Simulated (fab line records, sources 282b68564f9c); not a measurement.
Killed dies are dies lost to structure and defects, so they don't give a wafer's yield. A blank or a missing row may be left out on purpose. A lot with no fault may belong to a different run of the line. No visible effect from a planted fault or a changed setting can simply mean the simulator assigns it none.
Which tool did it? / flow rit_cmos / Sampling: 15 lots, 45 wafers, 6 of 202 route steps

== WHAT THE GAUGES READ, wafer by wafer ==
RIT_NWELL_TW_MEAS_10.
lot=L303; measured=day 1 22:05; on=film_metro-03; NWELL_TW=2159 2176 2168
lot=L304; measured=day 2 03:24; on=film_metro-01; NWELL_TW=2145 2149 2137
lot=L306; measured=day 2 13:56; on=film_metro-01; NWELL_TW=2155 2143 2160
lot=L308; measured=day 3 00:10; on=film_metro-03; NWELL_TW=2181 2167 2174
lot=L309; measured=day 3 09:48; on=film_metro-03; NWELL_TW=2180 2174 2180
lot=L311; measured=day 3 14:47; on=film_metro-04; NWELL_TW=2156 2161 2168
lot=L313; measured=day 4 02:25; on=film_metro-04; NWELL_TW=2152 2155 2146
lot=L315; measured=day 4 10:46; on=film_metro-01; NWELL_TW=2155 2158 2145
lot=L316; measured=day 4 19:14; on=film_metro-04; NWELL_TW=2156 2161 2152
lot=L317; measured=day 4 20:54; on=film_metro-01; NWELL_TW=2158 2142 2161
lot=L318; measured=day 5 02:34; on=film_metro-03; NWELL_TW=2174 2171 2180
lot=L319; measured=day 5 07:31; on=film_metro-01; NWELL_TW=2162 2154 2159
lot=L320; measured=day 5 10:55; on=film_metro-01; NWELL_TW=2152 2174 2154
lot=L325; measured=day 6 14:30; on=film_metro-01; NWELL_TW=2160 2174 2162
lot=L326; measured=day 6 17:58; on=film_metro-03; NWELL_TW=2163 2152 2152

RIT_REOX_THK_MEAS_04.
lot=L303; measured=day 2 18:41; on=film_metro-01; REOX_OXIDE_THK (nm)=24.7 24.7 24.6
lot=L304; measured=day 2 23:10; on=film_metro-01; REOX_OXIDE_THK (nm)=25.5 25.5 25.6
lot=L306; measured=day 3 12:38; on=film_metro-04; REOX_OXIDE_THK (nm)=24.5 25.2 24.8
lot=L308; measured=day 3 23:21; on=film_metro-04; REOX_OXIDE_THK (nm)=25.0 25.3 24.9
lot=L309; measured=day 4 07:04; on=film_metro-01; REOX_OXIDE_THK (nm)=24.0 24.1 24.0
lot=L311; measured=day 4 10:45; on=film_metro-04; REOX_OXIDE_THK (nm)=25.1 25.2 24.9
lot=L313; measured=day 4 23:04; on=film_metro-01; REOX_OXIDE_THK (nm)=24.6 25.1 25.1
lot=L315; measured=day 5 10:25; on=film_metro-03; REOX_OXIDE_THK (nm)=25.3 25.2 25.1
lot=L316; measured=day 5 16:25; on=film_metro-01; REOX_OXIDE_THK (nm)=24.8 25.3 25.1
lot=L317; measured=day 5 20:02; on=film_metro-03; REOX_OXIDE_THK (nm)=25.8 26.2 25.8
lot=L318; measured=day 6 00:47; on=film_metro-01; REOX_OXIDE_THK (nm)=25.4 25.6 25.4
lot=L319; measured=day 6 04:36; on=film_metro-03; REOX_OXIDE_THK (nm)=25.3 25.6 25.4
lot=L320; measured=day 6 07:10; on=film_metro-01; REOX_OXIDE_THK (nm)=25.1 25.0 25.2
lot=L325; measured=day 7 11:28; on=film_metro-01; REOX_OXIDE_THK (nm)=24.8 24.6 24.7
lot=L326; measured=day 7 18:12; on=film_metro-01; REOX_OXIDE_THK (nm)=24.6 25.1 24.6

RIT_PLDD_TW_MEAS_10.
lot=L303; measured=day 2 21:49; on=film_metro-01; PLDD_TW=2355 2365 2360
lot=L304; measured=day 3 02:07; on=film_metro-02; PLDD_TW=2380 2364 2375
lot=L306; measured=day 3 16:04; on=film_metro-02; PLDD_TW=2358 2368 2376
lot=L308; measured=day 4 02:11; on=film_metro-01; PLDD_TW=2352 2345 2361
lot=L309; measured=day 4 10:07; on=film_metro-02; PLDD_TW=2371 2376 2381
lot=L311; measured=day 4 13:43; on=film_metro-01; PLDD_TW=2381 2373 2368
lot=L313; measured=day 5 01:54; on=film_metro-04; PLDD_TW=2358 2358 2347
lot=L315; measured=day 5 13:31; on=film_metro-04; PLDD_TW=2354 2367 2343
lot=L316; measured=day 5 19:22; on=film_metro-04; PLDD_TW=2365 2361 2359
lot=L317; measured=day 5 23:00; on=film_metro-02; PLDD_TW=2608 2608 2597
lot=L318; measured=day 6 03:43; on=film_metro-04; PLDD_TW=2371 2354 2360
lot=L319; measured=day 6 07:34; on=film_metro-01; PLDD_TW=2595 2578 2588
lot=L320; measured=day 6 10:02; on=film_metro-04; PLDD_TW=2576 2586 2579
lot=L325; measured=day 7 14:34; on=film_metro-01; PLDD_TW=2362 2378 2385
lot=L326; measured=day 7 21:17; on=film_metro-01; PLDD_TW=2371 2370 2377

RIT_SDANNEAL_RS_MEAS_06: measures by four-point-probe.
lot=L303; measured=day 3 03:56; on=film_metro-04; PLDD_RS (ohm/sq)=178.8 178.7 178.5
lot=L304; measured=day 3 08:23; on=film_metro-02; PLDD_RS (ohm/sq)=178.3 178.6 178.7
lot=L306; measured=day 3 22:40; on=film_metro-04; PLDD_RS (ohm/sq)=178.6 179.2 178.4
lot=L308; measured=day 4 08:36; on=film_metro-02; PLDD_RS (ohm/sq)=178.7 178.7 178.6
lot=L309; measured=day 4 16:20; on=film_metro-02; PLDD_RS (ohm/sq)=178.6 178.9 178.4
lot=L311; measured=day 4 20:10; on=film_metro-01; PLDD_RS (ohm/sq)=178.2 178.1 178.6
lot=L313; measured=day 5 08:13; on=film_metro-02; PLDD_RS (ohm/sq)=178.8 178.2 178.7
lot=L315; measured=day 5 19:53; on=film_metro-01; PLDD_RS (ohm/sq)=178.5 178.3 178.8
lot=L316; measured=day 6 01:28; on=film_metro-04; PLDD_RS (ohm/sq)=179.1 178.8 179.2
lot=L317; measured=day 6 05:16; on=film_metro-04; PLDD_RS (ohm/sq)=160.4 160.7 160.2
lot=L318; measured=day 6 10:04; on=film_metro-02; PLDD_RS (ohm/sq)=178.3 178.8 178.2
lot=L319; measured=day 6 15:03; on=film_metro-02; PLDD_RS (ohm/sq)=160.2 159.8 159.9
lot=L320; measured=day 6 16:15; on=film_metro-04; PLDD_RS (ohm/sq)=160.6 160.9 160.8
lot=L325; measured=day 7 21:32; on=film_metro-04; PLDD_RS (ohm/sq)=178.7 179.2 178.9
lot=L326; measured=day 8 03:50; on=film_metro-02; PLDD_RS (ohm/sq)=178.2 178.1 178.3

== EACH LOT AND THE TOOL THAT RAN IT (in order: tool; ch and the chambers of the sampled wafers; start) ==
lot=L303; RIT_PLDD_IMPLANT_08=implanter-01 ch 0, day 2 21:31; RIT_PSD_STRIP_09=plasma_asher-03 ch 0,1, day 3 03:02
lot=L304; RIT_PLDD_IMPLANT_08=implanter-02 ch 0, day 3 01:48; RIT_PSD_STRIP_09=plasma_asher-03 ch 0,1, day 3 07:29
lot=L306; RIT_PLDD_IMPLANT_08=implanter-02 ch 0, day 3 15:47; RIT_PSD_STRIP_09=plasma_asher-02 ch 0,1, day 3 21:25
lot=L308; RIT_PLDD_IMPLANT_08=implanter-01 ch 0, day 4 01:53; RIT_PSD_STRIP_09=plasma_asher-02 ch 0,1, day 4 07:41
lot=L309; RIT_PLDD_IMPLANT_08=implanter-02 ch 0, day 4 09:47; RIT_PSD_STRIP_09=plasma_asher-01 ch 0,1, day 4 15:26
lot=L311; RIT_PLDD_IMPLANT_08=implanter-02 ch 0, day 4 13:25; RIT_PSD_STRIP_09=plasma_asher-03 ch 0,1, day 4 19:14
lot=L313; RIT_PLDD_IMPLANT_08=implanter-01 ch 0, day 5 01:37; RIT_PSD_STRIP_09=plasma_asher-01 ch 0,1, day 5 07:20
lot=L315; RIT_PLDD_IMPLANT_08=implanter-01 ch 0, day 5 13:13; RIT_PSD_STRIP_09=plasma_asher-01 ch 0,1, day 5 18:58
lot=L316; RIT_PLDD_IMPLANT_08=implanter-02 ch 0, day 5 19:03; RIT_PSD_STRIP_09=plasma_asher-02 ch 0,1, day 6 00:32
lot=L317; RIT_PLDD_IMPLANT_08=implanter-01 ch 0, day 5 22:40; RIT_PSD_STRIP_09=plasma_asher-02 ch 0,1, day 6 04:22
lot=L318; RIT_PLDD_IMPLANT_08=implanter-02 ch 0, day 6 03:26; RIT_PSD_STRIP_09=plasma_asher-01 ch 0,1, day 6 09:10
lot=L319; RIT_PLDD_IMPLANT_08=implanter-01 ch 0, day 6 07:15; RIT_PSD_STRIP_09=plasma_asher-01 ch 0,1, day 6 14:09
lot=L320; RIT_PLDD_IMPLANT_08=implanter-01 ch 0, day 6 09:44; RIT_PSD_STRIP_09=plasma_asher-01 ch 0,1, day 6 15:20
lot=L325; RIT_PLDD_IMPLANT_08=implanter-02 ch 0, day 7 14:16; RIT_PSD_STRIP_09=plasma_asher-03 ch 0,1, day 7 20:24
lot=L326; RIT_PLDD_IMPLANT_08=implanter-04 ch 0, day 7 20:57; RIT_PSD_STRIP_09=plasma_asher-01 ch 0,1, day 8 02:54
- RIT_PLDD_IMPLANT_08
- RIT_PSD_STRIP_09: strips in O2, time 180 s.

== WHAT THE TOOLS THEMSELVES READ (means of the sampled wafers that have a number; where no wafer has one, the mark that the record gives instead) ==
RIT_PLDD_IMPLANT_08.
lot=L303; tool=implanter-01; beam_on_s (s)=9.95; dose_ions_cm2=9.000e+14; faraday_current_uA=2827
lot=L304; tool=implanter-02; beam_on_s (s)=9.94; dose_ions_cm2=8.999e+14; faraday_current_uA=2834
lot=L306; tool=implanter-02; beam_on_s (s)=10.07; dose_ions_cm2=9.006e+14; faraday_current_uA=2804
lot=L308; tool=implanter-01; beam_on_s (s)=10.00; dose_ions_cm2=8.994e+14; faraday_current_uA=2824
lot=L309; tool=implanter-02; beam_on_s (s)=10.04; dose_ions_cm2=9.011e+14; faraday_current_uA=2824
lot=L311; tool=implanter-02; beam_on_s (s)=10.02; dose_ions_cm2=8.991e+14; faraday_current_uA=2815
lot=L313; tool=implanter-01; beam_on_s (s)=9.99; dose_ions_cm2=9.001e+14; faraday_current_uA=2825
lot=L315; tool=implanter-01; beam_on_s (s)=10.09; dose_ions_cm2=9.003e+14; faraday_current_uA=2806
lot=L316; tool=implanter-02; beam_on_s (s)=9.87; dose_ions_cm2=9.002e+14; faraday_current_uA=2862
lot=L317; tool=implanter-01; beam_on_s (s)=14.47; dose_ions_cm2=9.012e+14; faraday_current_uA=1951
lot=L318; tool=implanter-02; beam_on_s (s)=9.89; dose_ions_cm2=8.991e+14; faraday_current_uA=2856
lot=L319; tool=implanter-01; beam_on_s (s)=14.21; dose_ions_cm2=9.001e+14; faraday_current_uA=1983
lot=L320; tool=implanter-01; beam_on_s (s)=14.32; dose_ions_cm2=9.008e+14; faraday_current_uA=1969
lot=L325; tool=implanter-02; beam_on_s (s)=9.98; dose_ions_cm2=8.999e+14; faraday_current_uA=2827
lot=L326; tool=implanter-04; beam_on_s (s)=10.25; dose_ions_cm2=8.998e+14; faraday_current_uA=2747

RIT_PSD_STRIP_09.
lot=L303; tool=plasma_asher-03; drypump_motor_current_A (A)=6.0
lot=L304; tool=plasma_asher-03; drypump_motor_current_A (A)=6.0
lot=L306; tool=plasma_asher-02; drypump_motor_current_A (A)=5.5
lot=L308; tool=plasma_asher-02; drypump_motor_current_A (A)=5.7
lot=L309; tool=plasma_asher-01; drypump_motor_current_A (A)=5.8
lot=L311; tool=plasma_asher-03; drypump_motor_current_A (A)=6.0
lot=L313; tool=plasma_asher-01; drypump_motor_current_A (A)=5.5
lot=L315; tool=plasma_asher-01; drypump_motor_current_A (A)=5.8
lot=L316; tool=plasma_asher-02; drypump_motor_current_A (A)=5.5
lot=L317; tool=plasma_asher-02; drypump_motor_current_A (A)=5.5
lot=L318; tool=plasma_asher-01; drypump_motor_current_A (A)=5.5
lot=L319; tool=plasma_asher-01; drypump_motor_current_A (A)=5.5
lot=L320; tool=plasma_asher-01; drypump_motor_current_A (A)=5.5
lot=L325; tool=plasma_asher-03; drypump_motor_current_A (A)=6.0
lot=L326; tool=plasma_asher-01; drypump_motor_current_A (A)=5.5

== THE ANSWER, worked out from the rows above alone ==
Rule: usual is defined by the lots themselves. The widest of any qualifying gaps counts: lots, ordered by their means at a reading, are off when they make up no more than a third of the lots, leave a main group of 4 or more, and stand apart from it by 3 or more times the standard deviation of that group's means. If all means in a main group match to the digits the tables above print for the reading, that group is not used. Also off: a lot with no number at a reading for which 4 or more lots have one. Any other lot the step has rows for is counted as sound. The gauges are gone through in route order, then the tools' own readings, and for those a lot's mean is taken as printed above. The first step at which some lot is off is used, and at that step the reading that is off furthest; a lot without a number counts as furthest.
Off: L317, L319, L320, seen at RIT_PLDD_TW_MEAS_10 (PLDD_TW). Mean 2365 and standard deviation 8.4 in the main group.
A tool fits if, at a process step before that reading, it ran every lot that is off, and no sound lot after the first of them. The gauges at RIT_PLDD_TW_MEAS_10 aren't tried: what is off there is off at RIT_PLDD_IMPLANT_08 too, on other tools, and a gauge's error can't cause that. One fits: implanter-01 at RIT_PLDD_IMPLANT_08. Its last sound lot is L315 (day 5 13:13), its first lot that is off L317 (day 5 22:40): a fault that began between those two fits.
The tool's own readings at RIT_PLDD_IMPLANT_08 bear it out: on the lots that are off they differ by more than 5 times the standard deviation of the sound lots' means. beam_on_s reads 14.33 s there against 10.01 s on the sound lots; faraday_current_uA reads 1968 there against 2821 on the sound lots.

== WHAT THE SIMULATOR HAD PUT IN ==
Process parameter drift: implanter-01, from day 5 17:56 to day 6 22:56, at RIT_PLDD_IMPLANT_08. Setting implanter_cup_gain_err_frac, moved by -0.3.
Shown lots that were struck: L317, L319, L320. The rule given above showed the same thing.
